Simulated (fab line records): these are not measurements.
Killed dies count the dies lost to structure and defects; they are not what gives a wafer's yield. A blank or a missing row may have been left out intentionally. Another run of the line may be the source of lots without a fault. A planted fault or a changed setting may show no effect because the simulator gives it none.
Struck lot and sound lot, side by side ; flow ritCmos ; 15 steps out of a route of 202
Sound: these wafers, L556.1, L556.3, L556.4. Wafers struck: L572.2, L572.3, L572.4. Last of all comes the cause.
For every step that has rows: the tool of each side, followed by ch and its chambers, followed by its first start. Under that, the readings that differ: sound wafers ; struck wafers ; difference of the means ; sigmas: that difference in standard deviations of wafers without a fault.
alike: words and numbers the same on both sides, and readings whose means are apart by under 2 such deviations; not compared: readings that were withheld, readings missing a value for some wafer, numbers with overlapping values and no deviation given by the record, and bounds like >300 which may hide the same value.
The two part at a step that has a row with sigmas, a row that says differs or no value, or rows on one side only. Numbers that don't overlap but have no deviation are shown without sigmas and don't part them. A reading missing from all wafers of one side parts the sides only when that side holds two or more wafers.

first, 2 steps without rows for these wafers: RIT_PWELL_HARDBAKE_07 (time 120 s); RIT_PWELL_IMPLANT_08.
RIT_PWELL_STRIP_09: strips in O2, time 180 s.
  sound on plasmaAsher-04 ch 0,1, day 2 04:41; struck on plasmaAsher-04 ch 0,1, day 5 12:57
  alike: drypumpMotorCurrentA, rfReflPowerW
  not compared: rfHoursCounterH
RIT_PWELL_TW_MEAS_10:
  sound: filmMetro-03 at day 2 04:52; struck: filmMetro-03 at day 5 13:08
  alike: PWELL_TW
then, 1 step without rows for these wafers: RIT_WELLDRIVE_ANNEAL_00 (time 14700 s).
RIT_WELLDRIVE_RS_MEAS_01: the measuring method here is four-point-probe.
  sound: filmMetro-03 at day 2 11:33; struck: filmMetro-02 at day 5 18:48
  alike: NWELL_RS
RIT_WELLDRIVE_RS_MEAS_02: the measuring method here is four-point-probe.
  sound: filmMetro-03 at day 2 11:40; struck: filmMetro-02 at day 5 18:55
  alike: PWELL_RS
then, 5 steps without rows for these wafers: RIT_NRETRO_HMDS_00 (prime time 60 s); RIT_NRETRO_COAT_01 (resist thk 1300 nm); RIT_NRETRO_SOFTBAKE_02 (time 60 s); RIT_NRETRO_EXPOSE_03 (exposes mask M4, target cd 43900 nm); RIT_NRETRO_PEB_04.
RIT_NRETRO_DEVELOP_05: develop time 68 s.
  sound on lithoTrack-02 ch 0, day 2 12:00; struck on lithoTrack-03 ch 0, day 5 19:00
reading;sound;struck;difference;sigmas
developerTempC (C);22.98 22.92 23.04;24.05 24.08 24.01;+1.07;+10
RIT_NRETRO_OVL_MEAS_06:
  sound: overlay-02 at day 2 12:40; struck: overlay-02 at day 5 20:02
  alike: NRETRO_OVL
RIT_M1_PROBE_99:
  sound: prober-01 at day 3 17:52; struck: prober-01 at day 7 02:23
  alike: killed_at_M0_to_M3, killedAtContacts, killedAtFrontEnd, killedDies, killedOpen, killedShort

WHERE THEY PART
Only at RIT_NRETRO_DEVELOP_05, within this record. Later steps at which nothing parts them and some readings are alike: RIT_NRETRO_OVL_MEAS_06, RIT_M1_PROBE_99.

WHY: the cause the simulator had injected
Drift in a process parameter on lithoTrack-03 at RIT_NRETRO_DEVELOP_05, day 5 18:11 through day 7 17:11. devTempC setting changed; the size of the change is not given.
